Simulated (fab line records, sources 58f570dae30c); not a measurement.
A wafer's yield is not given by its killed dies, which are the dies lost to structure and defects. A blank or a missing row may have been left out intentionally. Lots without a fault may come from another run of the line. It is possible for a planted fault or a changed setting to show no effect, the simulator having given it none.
Code-filled problem report in 8D (eight disciplines) form + flow berkeleyCmos170 + the parts of the form that need people (team, actions taken, sign-off) are left out

## 1. THE ISSUE
Wafers free of any fault read 553 nm (standard deviation 9.9) for FIELD_OXIDE_THK at UCB170_FIELD_THK_MEAS_02, against a mean of 634 nm on 6 wafers of 2 lots. That puts it +8.1 standard deviations away from the usual mean.
Earliest sighting: wafer L905.2 on filmMetro-04 at day 5 14:26. The record has a number at this step for 42 wafers belonging to 14 lots. Rule for "out", or "out of limits": more than 4 standard deviations from the usual mean. The other wafers with a number count as sound.

## 2. WHAT IT IS, WHAT IT ISN'T
| question                    | is                         | is not                                                                                                         |
|-----------------------------|----------------------------|----------------------------------------------------------------------------------------------------------------|
| which readings at this step | FIELD_OXIDE_THK            | -                                                                                                              |
| which lots                  | L905, L906                 | L901, L902, L903, L904, L909, L914, L915, L916, L918, L919, L920, L921                                         |
| which wafers of those lots  | all that have a number     | -                                                                                                              |
| read on which gauges        | filmMetro-01, filmMetro-04 | filmMetro-02                                                                                                   |
| when                        | from day 5 14:26           | up to then (12 sound wafers); but 24 sound wafers of L909, L914, L915, L916, L918, L919, L920, L921 came after |

## 3. WHAT RULES OUT EACH SUSPECT
Counting: any tool at a process step up to the reading is kept as a suspect provided that every lot that is out went through it and no sound lot did after the first of them.
- ruled out: the gauge at UCB170_FIELD_THK_MEAS_02. The wafers that are out were read on 2 gauges (filmMetro-01, filmMetro-04).
- furnace-04 at UCB170_FIELD_OXIDATION_01 (target thk 558.3 nm, ox time 7200 s): ruled out as a lasting fault. Sound lots L918, L919, L920, L921 ran on it after its first lot that is out, L905 (day 5 11:26).
Left after counting: nothing in the record.

## 4. THE CAUSE (what the simulator had put in)
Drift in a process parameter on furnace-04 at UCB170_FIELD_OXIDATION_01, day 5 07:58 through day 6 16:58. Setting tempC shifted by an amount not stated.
Counting ruled it out, wrongly: the rule takes a fault to strike every lot that its tool runs from its start on, and this one did not.

## 5. THE CHAIN OF EFFECTS, in route order
Each row: a reading where the mean over the struck wafers with a number is more than 3 standard deviations away from the usual. Scope: only readings with a usual standard deviation given in the record; hours: median across lots of the time from each lot's start at the first step in this table that gives one to its start at this step; sigmas: change in usual standard deviations.
| hours | step                      | reading                | usual    | on struck wafers | change | sigmas      |
|-------|---------------------------|------------------------|----------|------------------|--------|-------------|
| 0     | UCB170_FIELD_OXIDATION_01 | spikeTcCentreC         | 1001.8 C | 1021.1           | +19.4  | +16         |
| 0     | UCB170_FIELD_OXIDATION_01 | spikeTcLoadC           | 1022.5 C | 1039.8           | +17.3  | +6.0        |
| 0     | UCB170_FIELD_OXIDATION_01 | spikeTcSourceC         | 1022.5 C | 1043.8           | +21.3  | +15         |
| 0     | UCB170_FIELD_OXIDATION_01 | tubeCenterTempC        | 1000 C   | 1020             | +20    | +99 or more |
| 0     | UCB170_FIELD_OXIDATION_01 | tube_center_temp_C_max | 1002.6   | 1022.6           | +20.0  | +57         |
| 3     | UCB170_FIELD_THK_MEAS_02  | FIELD_OXIDE_THK        | 553 nm   | 634              | +81    | +8.1        |
| 10    | UCB170_FIELD_THK_MEAS_90  | FIELD_OXIDE_LEFT_1_THK | 438 nm   | 519              | +81    | +8.1        |
| 29    | UCB170_FIELD_THK_MEAS_91  | FIELD_OXIDE_LEFT_2_THK | 349 nm   | 431              | +82    | +8.2        |
Here are the process steps it includes:
- UCB170_FIELD_OXIDATION_01: target thk 558.3 nm, ox time 7200 s.

## 6. WHAT WOULD HAVE CAUGHT IT SOONER
The first out-of-limits reading at a measuring or inspecting step in this record came at day 5 14:26, 6 hours after the fault's start at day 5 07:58.
The tool's own readings at UCB170_FIELD_OXIDATION_01 were out on every struck wafer that the step has a row for (spikeTcCentreC, spikeTcLoadC, spikeTcSourceC, tubeCenterTempC, tube_center_temp_C_max): an alarm limit on them would have fired on the first of those.
